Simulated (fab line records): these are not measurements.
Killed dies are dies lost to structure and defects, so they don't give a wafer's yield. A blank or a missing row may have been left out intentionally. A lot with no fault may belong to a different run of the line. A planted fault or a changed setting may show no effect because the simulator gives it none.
fab line records	flow berkeleyCmos170
record: lots: 5	wafers: 23
route steps=331 shown NWELL@18 ACTIVE@65 PFIELD@80 FIELD@89 PLDD@149 BACKSIDE@200 SILICIDE@211 CONTACT@226
startH: hours from the record's opening day to when the first of the lot's shown wafers began	waitH: hours from the lot's prior step to this one	" same as the row above	L1.1+2: several wafers, shown together as one row	- no value, or no start given	* or withheld: withheld	< > ~ a bound
route shown NAME@n: names a module that has steps shown in the file, with the first one's number in the route	usual: mean/standard deviation of fault-free wafers	same: alike in all rows	chamber/n: place in a boat	sites: each site's reading	_std_site: their standard deviation	_edge_site: inner sites' mean taken away from outer sites' mean	radiusMm: how far each site lies from the wafer's centre	mask NAME#n: copy n	behind: the tool/chamber that last shaped the wafer	hold: why the lot was held/for how many hours/how that ended	device: whichever transistor did not switch (one of n, p or np)	end of line: tests run on the same wafers once the route is complete	where a step has no rows: the recipe by itself	killed: dies that structure and defects cost at the first sort, which is not the same as the wafer's yield	map: dies across one wafer; x = killed, . = not, _ = none there
set.NAME: the run value of the setting; set.NAME@STEP: its run value at that earlier step	model.NAME: the simulator's own value behind a step, which no gauge read
lots with deliberately changed settings; one table per step, one row per wafer
== steps ==
step: UCB170_NWELL_CVD_04
recipe: material: Si3N4	targetThkNm: 224	tempC: 800	precursor: SiH2Cl2/NH3	timeS: 3360	pressureMtorr: 200	sih2cl2FlowSccm: 25	nh3FlowSccm: 75
lot.wafer	tool	chamber	startH	waitH	set.sih2cl2FlowSccm	model.Si3N4_of_NWELL_CVD_04.thkNm
L079.2	lpcvd-02	1	48.67	0.0	25	220.2
L079.3	"	1	"	"	25	220.1
L079.6	"	1	"	"	25	219.4
L080.2	-	-	-	1.2	25	224.7
L080.3	"	-	"	"	25	225.7
L080.4	"	-	"	"	25	222.3
L080.5	"	-	"	"	25	221.6
L080.6	"	-	"	"	25	224.8
L083.1	-	-	-	0.1	28.02	232.5
L083.2	"	-	"	"	28.02	230.7
L083.4	"	-	"	"	28.02	232.9
L083.5	"	-	"	"	28.02	231.6
L083.6	"	-	"	"	28.02	231
L084.1	-	-	-	0.0	25	221.7
L084.2	"	-	"	"	25	221.2
L084.3	"	-	"	"	25	220.5
L084.4	"	-	"	"	25	221.8
L084.6	"	-	"	"	25	222.3
L085.1+5	-	-	-	0.0	22.37	219.1
L085.3	"	-	"	"	22.37	218.9
L085.4	"	-	"	"	22.37	219
L085.6	"	-	"	"	22.37	218.8
step: UCB170_NWELL_COAT_07
recipe: resist: KrF	spinRpm: 1500	resistThkNm: 900
lot.wafer	tool	chamber	startH	waitH	set.resistThkNm	model.KrF_of_NWELL_COAT_07.thkNm
L079.2	lithoTrack-01	0	50.97	0.1	900	898
L079.3	"	0	"	"	900	901
L079.6	"	0	"	"	900	899.9
L080.2	lithoTrack-01	0	61.93	0.1	900	901.6
L080.3	"	0	"	"	900	901.2
L080.4	"	0	"	"	924.1	924.8
L080.5	"	0	"	"	900	898.3
L080.6	"	0	"	"	924.1	922.3
L083.1	lithoTrack-02	0	70.16	0.1	900	895.8
L083.2+6	"	0	"	"	900	899.7
L083.4	"	0	"	"	900	895.7
L083.5	"	0	"	"	900	895.5
L084.1	lithoTrack-02	0	79.16	0.1	847.8	849.8
L084.2	"	0	"	"	847.8	847.3
L084.3	"	0	"	"	900	902
L084.4	"	0	"	"	900	899.4
L084.6	"	0	"	"	900	899
L085.1	lithoTrack-03	0	87.63	0.1	900	902.5
L085.3	"	0	"	"	900	901.1
L085.4	"	0	"	"	900	902.6
L085.5	"	0	"	"	900	900.7
L085.6	"	0	"	"	900	903.4
step: UCB170_NWELL_ETCH_13
recipe: chemistry: CH3F/Ar/O2	target: Si3N4	stopOn: SiO2	CH3F_flow_sccm: 20	Ar_flow_sccm: 50	O2_flow_sccm: 7	pressureMtorr: 50	rfW: 450	targetDepthA: 2464	overEtchFrac: 0.1	timeS: 154
lot.wafer	tool	chamber	startH	waitH	set.rfW	set.resistThkNm@NWELL_COAT_07	model.KrF_of_NWELL_COAT_07.thkNm
L079.2	rieDiel-04	1	52.18	0.0	450	900	724.6
L079.3	"	0	"	"	450	900	723.2
L079.6	"	1	"	"	450	900	726.1
L080.2	rieDiel-02	2	63.05	0.0	450	900	721.8
L080.3	"	0	"	"	490.7	900	712.1
L080.4	"	3	"	"	490.7	924.1	737.1
L080.5	"	1	"	"	450	900	718.4
L080.6	"	0	"	"	450	924.1	740.1
L083.1	rieDiel-01	0	71.01	0.0	429.1	900	718.4
L083.2+6	"	3	"	"	450	900	723.5
L083.4	"	2	"	"	429.1	900	715.8
L083.5	"	0	"	"	429.1	900	717.1
L084.1	rieDiel-01	1	79.89	0.0	450	847.8	669.2
L084.2	"	2	"	"	450	847.8	663.3
L084.3	"	3	"	"	450	900	727.3
L084.4	"	2	"	"	450	900	716.3
L084.6	"	3	"	"	450	900	724.3
L085.1	rieDiel-01	3	88.36	0.0	450	900	725.8
L085.3	"	1	"	"	403	900	728.6
L085.4	"	2	"	"	403	900	729.6
L085.5	"	2	"	"	403	900	728.2
L085.6	"	1	"	"	450	900	721.6
step: UCB170_NWELL_IMPLANT_14
recipe: species: P	doseCm2: 1e+13	energyKev: 150	tiltDeg: 7
step: UCB170_NWELL_STRIP_15
recipe: chemistry: O2	powerW: 400	pressureMtorr: 3500	platenTempC: withheld	o2FlowSccm: 400	overashFraction: 0.5
usual: stripTimeToEndpointS: 17.95/0.1
lot.wafer	tool	chamber	startH	waitH	set.resistThkNm@NWELL_COAT_07	stripTimeToEndpointS
L079.2	plasmaAsher-02	0	52.43	0.1	900	18.08
L079.3	"	0	"	"	900	18.06
L079.6	"	1	"	"	900	18.13
L080.2	plasmaAsher-04	0	63.30	0.1	900	18.03
L080.3	"	0	"	"	900	17.80
L080.4	"	1	"	"	924.1	18.39
L080.5	"	1	"	"	900	17.94
L080.6	"	0	"	"	924.1	18.46
L083.1	plasmaAsher-04	0	71.26	0.1	900	17.94
L083.2	"	1	"	"	900	18.05
L083.4	"	1	"	"	900	17.87
L083.5	"	0	"	"	900	17.90
L083.6	"	1	"	"	900	18.05
L084.1	plasmaAsher-04	0	80.14	0.1	847.8	16.77
L084.2	"	1	"	"	847.8	16.62
L084.3	"	0	"	"	900	18.15
L084.4	"	1	"	"	900	17.88
L084.6	"	1	"	"	900	18.08
L085.1	plasmaAsher-02	1	88.61	0.1	900	18.11
L085.3	"	1	"	"	900	18.19
L085.4	"	0	"	"	900	18.19
L085.5	"	0	"	"	900	18.17
L085.6	"	1	"	"	900	18.01
step: UCB170_ACTIVE_CVD_05
recipe: material: Si3N4	targetThkNm: 220	tempC: 800	precursor: SiH2Cl2/NH3	timeS: 3300	pressureMtorr: 200	sih2cl2FlowSccm: 25	nh3FlowSccm: 75
lot.wafer	tool	chamber	startH	waitH	set.nh3FlowSccm
L079.2+3+6	lpcvd-02	0	90.79	0.6	75
L080.2+3+4+5+6	-	-	-	1.2	77.96
L083.1+2+4+5+6	-	-	-	0.0	81.23
L084.1+2+3+4+6	-	-	-	0.0	68.09
L085.1+3+4+5+6	-	-	-	0.1	82.53
step: UCB170_PFIELD_COAT_01
recipe: resist: KrF	spinRpm: 1500	resistThkNm: 900
lot.wafer	tool	chamber	startH	waitH	set.resistThkNm	model.KrF_of_PFIELD_COAT_01.thkNm
L079.2	lithoTrack-04	0	95.90	0.1	900	899.3
L079.3	"	0	"	"	900	901.2
L079.6	"	0	"	"	900	901.8
L080.2	lithoTrack-04	0	112.30	0.1	900	891.5
L080.3	"	0	"	"	900	897.6
L080.4	"	0	"	"	900	895.5
L080.5	"	0	"	"	900	897.2
L080.6	"	0	"	"	900	893.9
L083.1	lithoTrack-02	0	120.57	0.1	900	901.3
L083.2	"	0	"	"	900	900.2
L083.4	"	0	"	"	900	900.9
L083.5	"	0	"	"	923	921.9
L083.6	"	0	"	"	923	922.6
L084.1	lithoTrack-01	0	120.59	0.1	900	897.8
L084.2	"	0	"	"	926.2	925.4
L084.3	"	0	"	"	926.2	924.8
L084.4	"	0	"	"	926.2	924
L084.6	"	0	"	"	900	901.6
L085.1	lithoTrack-01	0	129.40	0.1	900	901.3
L085.3	"	0	"	"	867	868.7
L085.4	"	0	"	"	867	870.7
L085.5	"	0	"	"	900	899.6
L085.6	"	0	"	"	900	902.1
step: UCB170_PFIELD_IMPLANT_07
recipe: species: B	doseCm2: 2e+13	energyKev: 80	tiltDeg: 7
lot.wafer	tool	chamber	startH	waitH	set.energyKev	model.implant.rpNm	model.implant.drpNm
L079.2+3+6	implanter-03	0	96.96	0.0	80	263.3	74.86
L080.2+4+6	implanter-02	0	113.43	0.0	80	262.4	74.86
L080.3+5	"	0	"	"	77.49	255.8	73.71
L083.1+2+6	implanter-02	0	121.48	0.0	76.37	244.6	73.18
L083.4+5	"	0	"	"	80	253.8	74.86
L084.1+3+4	implanter-03	0	121.48	0.0	84.39	284.7	76.74
L084.2+6	"	0	"	"	80	272.4	74.86
L085.1+3+6	implanter-03	0	130.46	0.0	83.7	265.5	76.45
L085.4+5	"	0	"	"	80	255.7	74.86
step: UCB170_PFIELD_STRIP_08
recipe: chemistry: O2	powerW: 400	pressureMtorr: 3500	platenTempC: withheld	o2FlowSccm: 400	overashFraction: 0.5
usual: stripTimeToEndpointS: 21.61/0.065
lot.wafer	tool	chamber	startH	waitH	set.resistThkNm@PFIELD_COAT_01	stripTimeToEndpointS
L079.2	plasmaAsher-01	1	97.09	0.1	900	21.61
L079.3	"	0	"	"	900	21.66
L079.6	"	0	"	"	900	21.65
L080.2	plasmaAsher-04	0	113.56	0.1	900	21.42
L080.3	"	0	"	"	900	21.57
L080.4	"	1	"	"	900	21.53
L080.5	"	0	"	"	900	21.55
L080.6	"	1	"	"	900	21.49
L083.1	plasmaAsher-01	0	121.63	0.1	900	21.66
L083.2	"	1	"	"	900	21.63
L083.4	"	1	"	"	900	21.64
L083.5	"	1	"	"	923	22.16
L083.6	"	0	"	"	923	22.16
L084.1	plasmaAsher-04	0	121.63	0.1	900	21.57
L084.2	"	1	"	"	926.2	22.24
L084.3	"	1	"	"	926.2	22.21
L084.4	"	0	"	"	926.2	22.20
L084.6	"	0	"	"	900	21.67
L085.1	plasmaAsher-02	0	130.61	0.1	900	21.66
L085.3	"	1	"	"	867	20.89
L085.4	"	0	"	"	867	20.94
L085.5	"	1	"	"	900	21.60
L085.6	"	0	"	"	900	21.68
step: UCB170_FIELD_CLEAN_00
recipe: chemistry: dHF	dilution: 25:1	timeS: 7.5
lot.wafer	tool	chamber	startH	waitH	set.nh3FlowSccm@ACTIVE_CVD_05	model.Si3N4_of_ACTIVE_CVD_05.thkNm
L079.2	wetBench-02	0	97.25	0.0	75	218.5
L079.3	"	0	"	"	75	218.8
L079.6	"	0	"	"	75	219.1
L080.2	wetBench-02	2	114.10	0.4	77.96	227.6
L080.3	"	2	"	"	77.96	228.3
L080.4	"	2	"	"	77.96	227.8
L080.5	"	2	"	"	77.96	228.5
L080.6	"	2	"	"	77.96	227.9
L083.1	wetBench-01	2	121.98	0.2	81.23	237.8
L083.2	"	2	"	"	81.23	235.3
L083.4	"	2	"	"	81.23	234.8
L083.5	"	2	"	"	81.23	236.2
L083.6	"	2	"	"	81.23	236.3
L084.1	wetBench-01	0	121.98	0.2	68.09	207
L084.2	"	0	"	"	68.09	207.9
L084.3+6	"	0	"	"	68.09	206.5
L084.4	"	0	"	"	68.09	207.1
L085.1	wetBench-02	2	130.77	0.1	82.53	238.9
L085.3	"	2	"	"	82.53	237
L085.4	"	2	"	"	82.53	238.4
L085.5	"	2	"	"	82.53	239.2
L085.6	"	2	"	"	82.53	238.6
step: UCB170_PLDD_PEB_04
recipe: pebTempC: 130	pebTimeS: withheld	resist: KrF
lot.wafer	tool	chamber	startH	waitH	set.pebTempC
L079.2+3+6	lithoTrack-04	0	139.64	0.1	130
L080.2+3+6	lithoTrack-04	0	157.89	0.3	132.8
L080.4+5	"	0	"	"	130
L084.1+4+6	lithoTrack-02	0	167.47	0.2	130
L084.2+3	"	0	"	"	131.2
L083.1+4+6	lithoTrack-02	0	168.47	0.3	130
L083.2+5	"	0	"	"	128.2
L085.1+6	lithoTrack-01	0	176.87	0.3	130
L085.3+4+5	"	0	"	"	131.9
step: UCB170_PLDD_DEVELOP_05
recipe: developer: TMAH	developTimeS: 45	resist: KrF	devTempC: 21
step: UCB170_PLDD_CD_MEAS_06
recipe: targetCdNm: 1200
usual: cdNm: 1199.1/1.2
lot.wafer	tool	chamber	startH	waitH	set.pebTempC@PLDD_PEB_04	cdNm
L079.2	cdSem-01	-	139.91	-	130	1200.7
L079.3	"	-	"	"	130	1199.5
L079.6	"	-	"	"	130	1197.7
L080.2	cdSem-01	-	158.16	-	132.8	1215.9
L080.3	"	-	"	"	132.8	1218.9
L080.4	"	-	"	"	130	1199.8
L080.5	"	-	"	"	130	1199.9
L080.6	"	-	"	"	132.8	1215.9
L084.1	cdSem-02	-	167.75	-	130	1199.7
L084.2	"	-	"	"	131.2	1205.8
L084.3	"	-	"	"	131.2	1207.0
L084.4	"	-	"	"	130	1199.8
L084.6	"	-	"	"	130	1199.5
L083.1	cdSem-01	-	168.79	-	130	1201.5
L083.2	"	-	"	"	128.2	1186.4
L083.4	"	-	"	"	130	1201.1
L083.5	"	-	"	"	128.2	1187.5
L083.6	"	-	"	"	130	1201.1
L085.1	cdSem-02	-	177.15	-	130	1198.1
L085.3	"	-	"	"	131.9	1208.9
L085.4	"	-	"	"	131.9	1209.1
L085.5	"	-	"	"	131.9	1209.8
L085.6	"	-	"	"	130	1197.4
step: UCB170_BACKSIDE_COAT_01
recipe: resist: KrF	spinRpm: 1500	resistThkNm: 900
lot.wafer	tool	chamber	startH	waitH	set.resistThkNm	model.KrF_of_BACKSIDE_COAT_01.thkNm
L079.2	lithoTrack-01	0	153.40	0.1	900	896.8
L079.3	"	0	"	"	900	900
L079.6	"	0	"	"	900	895.8
L080.2	lithoTrack-01	0	168.62	0.1	900	900.5
L080.3	"	0	"	"	900	899.1
L080.4	"	0	"	"	879.4	879.5
L080.5	"	0	"	"	879.4	881.4
L080.6	"	0	"	"	879.4	879.2
L084.1	lithoTrack-02	0	179.99	0.1	900	901.1
L084.2	"	0	"	"	900	900.7
L084.3	"	0	"	"	900	901.8
L084.4	"	0	"	"	849.7	849.4
L084.6	"	0	"	"	849.7	848.2
L083.1	lithoTrack-04	0	180.24	0.1	933.4	929.2
L083.2	"	0	"	"	900	895.6
L083.4	"	0	"	"	900	894.3
L083.5	"	0	"	"	933.4	932
L083.6	"	0	"	"	900	897.9
L085.1	lithoTrack-04	0	188.60	0.1	900	899
L085.3	"	0	"	"	900	896.6
L085.4	"	0	"	"	862.1	861.4
L085.5	"	0	"	"	900	896.8
L085.6	"	0	"	"	862.1	861.7
step: UCB170_BACKSIDE_SOFTBAKE_02
recipe: resist: KrF	tempC: 129.1	timeS: 60
step: UCB170_BACKSIDE_STRIP_03
recipe: chemistry: O2	powerW: 400	pressureMtorr: 3500	platenTempC: withheld	o2FlowSccm: 400	overashFraction: 0.5
usual: stripTimeToEndpointS: 21.98/0.055
lot.wafer	tool	chamber	startH	waitH	set.resistThkNm@BACKSIDE_COAT_01	stripTimeToEndpointS
L079.2	plasmaAsher-04	0	153.68	0.1	900	21.92
L079.3	"	0	"	"	900	21.98
L079.6	"	0	"	"	900	21.88
L080.2	plasmaAsher-04	1	168.90	0.1	900	21.99
L080.3	"	1	"	"	900	21.99
L080.4	"	0	"	"	879.4	21.51
L080.5	"	1	"	"	879.4	21.54
L080.6	"	0	"	"	879.4	21.49
L084.1	plasmaAsher-04	0	180.29	0.1	900	22.01
L084.2	"	1	"	"	900	22.01
L084.3	"	1	"	"	900	22.04
L084.4	"	0	"	"	849.7	20.78
L084.6	"	1	"	"	849.7	20.76
L083.1	plasmaAsher-01	1	180.54	0.1	933.4	22.70
L083.2	"	0	"	"	900	21.88
L083.4	"	0	"	"	900	21.85
L083.5	"	1	"	"	933.4	22.77
L083.6	"	0	"	"	900	21.95
L085.1	plasmaAsher-01	0	188.90	0.1	900	21.96
L085.3	"	0	"	"	900	21.91
L085.4	"	1	"	"	862.1	21.08
L085.5	"	1	"	"	900	21.92
L085.6	"	0	"	"	862.1	21.06
step: UCB170_SILICIDE_SPUTTER_01
recipe: material: Ti	targetThkNm: 30	timeS: 25	powerW: 1500	chamberPressurePa: 0.5
lot.wafer	tool	chamber	startH	waitH	set.timeS	model.Ti_of_SILICIDE_SPUTTER_01.thkNm
L079.2	pvdSputter-02	-	154.62	0.0	25	29.99
L079.3	"	-	"	"	25	30.34
L079.6	"	-	"	"	25	29.94
L080.2	pvdSputter-03	-	169.97	0.0	22.49	26.41
L080.3	"	-	"	"	25	29.71
L080.4	"	-	"	"	25	29.63
L080.5	"	-	"	"	25	29.43
L080.6	"	-	"	"	22.49	26.86
L084.1	pvdSputter-03	-	181.25	0.0	25.99	30.72
L084.2	"	-	"	"	25	29.62
L084.3	"	-	"	"	25	29.32
L084.4	"	-	"	"	25	29.43
L084.6	"	-	"	"	25.99	31
L083.1	pvdSputter-02	-	181.61	0.0	25	30.22
L083.2	"	-	"	"	25	29.87
L083.4	"	-	"	"	25	30.12
L083.5	"	-	"	"	25	29.9
L083.6	"	-	"	"	25	29.98
L085.1	pvdSputter-04	-	189.87	0.0	21.6	26.23
L085.3	"	-	"	"	25	30.25
L085.4	"	-	"	"	21.6	25.6
L085.5	"	-	"	"	25	30.33
L085.6	"	-	"	"	25	30.37
step: UCB170_SILICIDE_RS_MEAS_02
recipe: thkMeasGauge: four-point-probe	reads: Ti_of_SILICIDE_SPUTTER_01
usual: SILICIDE_TI_RS: 26.3/0.31
lot.wafer	tool	chamber	startH	waitH	set.timeS@SILICIDE_SPUTTER_01	SILICIDE_TI_RS[ohm/sq]
L079.2	filmMetro-03	-	154.68	0.0	25	26.1
L079.3	"	-	"	"	25	25.8
L079.6	"	-	"	"	25	26.2
L080.2	filmMetro-03	-	170.02	0.0	22.49	30.3
L080.3	"	-	"	"	25	26.4
L080.4	"	-	"	"	25	26.5
L080.5	"	-	"	"	25	26.7
L080.6	"	-	"	"	22.49	29.8
L084.1	filmMetro-03	-	181.32	0.1	25.99	25.5
L084.2	"	-	"	"	25	26.6
L084.3	"	-	"	"	25	26.9
L084.4	"	-	"	"	25	26.8
L084.6	"	-	"	"	25.99	25.2
L083.1	filmMetro-02	-	181.64	0.0	25	25.8
L083.2	"	-	"	"	25	26.2
L083.4	"	-	"	"	25	25.9
L083.5	"	-	"	"	25	26.2
L083.6	"	-	"	"	25	26.1
L085.1	filmMetro-02	-	189.90	0.0	21.6	30.5
L085.3	"	-	"	"	25	25.8
L085.4	"	-	"	"	21.6	31.4
L085.5	"	-	"	"	25	25.7
L085.6	"	-	"	"	25	25.7
step: UCB170_SILICIDE_THK_MEAS_03
recipe: thkMeasGauge: xrf	reads: Ti_of_SILICIDE_SPUTTER_01
usual: SILICIDE_TI_THK: 30.1/0.31
lot.wafer	tool	chamber	startH	waitH	set.timeS@SILICIDE_SPUTTER_01	SILICIDE_TI_THK[nm]
L079.2	filmMetro-03	-	154.79	0.1	25	30.3
L079.3	"	-	"	"	25	30.7
L079.6	"	-	"	"	25	30.2
L080.2	filmMetro-03	-	170.13	0.1	22.49	26.8
L080.3	"	-	"	"	25	30.0
L080.4	"	-	"	"	25	30.0
L080.5	"	-	"	"	25	29.7
L080.6	"	-	"	"	22.49	27.1
L084.1	filmMetro-03	-	181.44	0.1	25.99	31.1
L084.2	"	-	"	"	25	29.8
L084.3	"	-	"	"	25	29.4
L084.4	"	-	"	"	25	29.6
L084.6	"	-	"	"	25.99	31.1
L083.1	filmMetro-02	-	181.76	0.1	25	30.4
L083.2	"	-	"	"	25	30.0
L083.4	"	-	"	"	25	30.3
L083.5	"	-	"	"	25	30.1
L083.6	"	-	"	"	25	30.0
L085.1	filmMetro-02	-	190.02	0.1	21.6	26.3
L085.3	"	-	"	"	25	30.3
L085.4	"	-	"	"	21.6	25.7
L085.5	"	-	"	"	25	30.5
L085.6	"	-	"	"	25	30.5
step: UCB170_CONTACT_COAT_10
recipe: resist: KrF	spinRpm: 1500	resistThkNm: 900
lot.wafer	tool	chamber	startH	waitH	set.resistThkNm	model.KrF_of_CONTACT_COAT_10.thkNm
L079.2	lithoTrack-02	0	-	-	900	900
L079.3	"	0	"	"	900	899.9
L079.6	"	0	"	"	900	902.2
L080.2	lithoTrack-02	0	-	-	868.5	871.4
L080.3	"	0	"	"	900	903.3
L080.4	"	0	"	"	900	901.6
L080.5	"	0	"	"	868.5	870.1
L080.6	"	0	"	"	868.5	871.9
L084.1	lithoTrack-03	0	-	-	918.1	923.4
L084.2	"	0	"	"	900	904.2
L084.3	"	0	"	"	900	900.9
L084.4	"	0	"	"	918.1	921.5
L084.6	"	0	"	"	918.1	923
L083.1	lithoTrack-01	0	-	-	922.6	920.6
L083.2	"	0	"	"	900	898.3
L083.4	"	0	"	"	900	899.6
L083.5	"	0	"	"	900	899.2
L083.6	"	0	"	"	922.6	922.2
L085.1	lithoTrack-03	0	-	-	900	897.3
L085.3	"	0	"	"	900	899.6
L085.4	"	0	"	"	939.4	937.1
L085.5	"	0	"	"	939.4	941.3
L085.6	"	0	"	"	900	899.9
step: UCB170_CONTACT_SOFTBAKE_11
recipe: resist: KrF	tempC: 130	timeS: 60
step: UCB170_CONTACT_EXPOSE_12
recipe: maskId: CONT	targetCdNm: 700	na: 0.5	sigmaOuter: 0.6	sourceShape: conventional	doseMj: 35
step: UCB170_CONTACT_ETCH_17
recipe: chemistry: N2/H2	targetDepthA: withheld	overetchA: withheld	target: BARC	timeS: withheld	sourceW: 500	biasW: 100	pressureMtorr: 30	n2FlowSccm: 100	h2FlowSccm: 200
step: UCB170_CONTACT_ETCH_18
recipe: chemistry: CHF3/CF4/Ar	target: PSG	stopOn: TiSi2	CHF3_flow_sccm: 45	cf4FlowSccm: 15	Ar_flow_sccm: 150	pressureMtorr: 200	rfW: 700	targetDepthA: 8400	overEtchFrac: 0.2	timeS: 195
lot.wafer	tool	chamber	startH	waitH	set.resistThkNm@CONTACT_COAT_10	model.KrF_of_CONTACT_COAT_10.thkNm
L079.2	rieDiel-03	2	-	-	900	688.5
L079.3	"	1	"	"	900	692
L079.6	"	0	"	"	900	692.9
L080.2	rieDiel-01	2	-	-	868.5	658.2
L080.3	"	0	"	"	900	702.2
L080.4	"	3	"	"	900	698.4
L080.5	"	0	"	"	868.5	668.6
L080.6	"	1	"	"	868.5	660.1
L084.1	rieDiel-03	0	-	-	918.1	713.9
L084.2	"	1	"	"	900	697.5
L084.3	"	3	"	"	900	687.2
L084.4	"	1	"	"	918.1	713.7
L084.6	"	0	"	"	918.1	714.6
L083.1	rieDiel-01	2	-	-	922.6	705.6
L083.2	"	1	"	"	900	683.7
L083.4	"	0	"	"	900	696.6
L083.5	"	2	"	"	900	684.9
L083.6	"	1	"	"	922.6	708.4
L085.1	rieDiel-03	3	-	-	900	684.1
L085.3	"	1	"	"	900	693.3
L085.4	"	1	"	"	939.4	728.9
L085.5	"	0	"	"	939.4	733.1
L085.6	"	3	"	"	900	688.1
== key ==
split: step: UCB170_NWELL_CVD_04	setting: sih2cl2FlowSccm	stated: 25	by: lot
response: step: UCB170_NWELL_CVD_04	reading: model.Si3N4_of_NWELL_CVD_04.thkNm	change: +0.576	per: 1%	r: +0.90
split: step: UCB170_NWELL_COAT_07	setting: resistThkNm	stated: 900	by: wafer
response: step: UCB170_NWELL_COAT_07	reading: model.KrF_of_NWELL_COAT_07.thkNm	change: +8.85	per: 1%	r: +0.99
response: step: UCB170_NWELL_ETCH_13	reading: model.KrF_of_NWELL_COAT_07.thkNm	change: +9.39	per: 1%	r: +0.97
response: step: UCB170_NWELL_STRIP_15	reading: stripTimeToEndpointS	change: *	per: 1%	r: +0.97
split: step: UCB170_NWELL_ETCH_13	setting: rfW	stated: 450	by: wafer
response none clear
split: step: UCB170_ACTIVE_CVD_05	setting: nh3FlowSccm	stated: 75	by: lot
response: step: UCB170_FIELD_CLEAN_00	reading: model.Si3N4_of_ACTIVE_CVD_05.thkNm	change: +1.66	per: 1%	r: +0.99
split: step: UCB170_PFIELD_COAT_01	setting: resistThkNm	stated: 900	by: wafer
response: step: UCB170_PFIELD_COAT_01	reading: model.KrF_of_PFIELD_COAT_01.thkNm	change: +8.53	per: 1%	r: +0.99
response: step: UCB170_PFIELD_STRIP_08	reading: stripTimeToEndpointS	change: *	per: 1%	r: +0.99
split: step: UCB170_PFIELD_IMPLANT_07	setting: energyKev	stated: 80	by: wafer
response: step: UCB170_PFIELD_IMPLANT_07	reading: model.implant.rpNm	change: +2.14	per: 1%	r: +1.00
response: step: UCB170_PFIELD_IMPLANT_07	reading: model.implant.drpNm	change: +0.353	per: 1%	r: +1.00
split: step: UCB170_PLDD_PEB_04	setting: pebTempC	stated: 130	by: wafer
response: step: UCB170_PLDD_CD_MEAS_06	reading: cdNm	change: +8.33	per: 1%	r: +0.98
split: step: UCB170_BACKSIDE_COAT_01	setting: resistThkNm	stated: 900	by: wafer
response: step: UCB170_BACKSIDE_COAT_01	reading: model.KrF_of_BACKSIDE_COAT_01.thkNm	change: +9.09	per: 1%	r: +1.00
response: step: UCB170_BACKSIDE_STRIP_03	reading: stripTimeToEndpointS	change: *	per: 1%	r: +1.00
split: step: UCB170_SILICIDE_SPUTTER_01	setting: timeS	stated: 25	by: wafer
response: step: UCB170_SILICIDE_SPUTTER_01	reading: model.Ti_of_SILICIDE_SPUTTER_01.thkNm	change: +0.316	per: 1%	r: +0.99
response: step: UCB170_SILICIDE_RS_MEAS_02	reading: SILICIDE_TI_RS	change: -0.373	per: 1%	r: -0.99
response: step: UCB170_SILICIDE_THK_MEAS_03	reading: SILICIDE_TI_THK	change: +0.32	per: 1%	r: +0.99
split: step: UCB170_CONTACT_COAT_10	setting: resistThkNm	stated: 900	by: wafer
response: step: UCB170_CONTACT_COAT_10	reading: model.KrF_of_CONTACT_COAT_10.thkNm	change: +9.16	per: 1%	r: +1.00
response: step: UCB170_CONTACT_ETCH_18	reading: model.KrF_of_CONTACT_COAT_10.thkNm	change: +9.8	per: 1%	r: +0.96
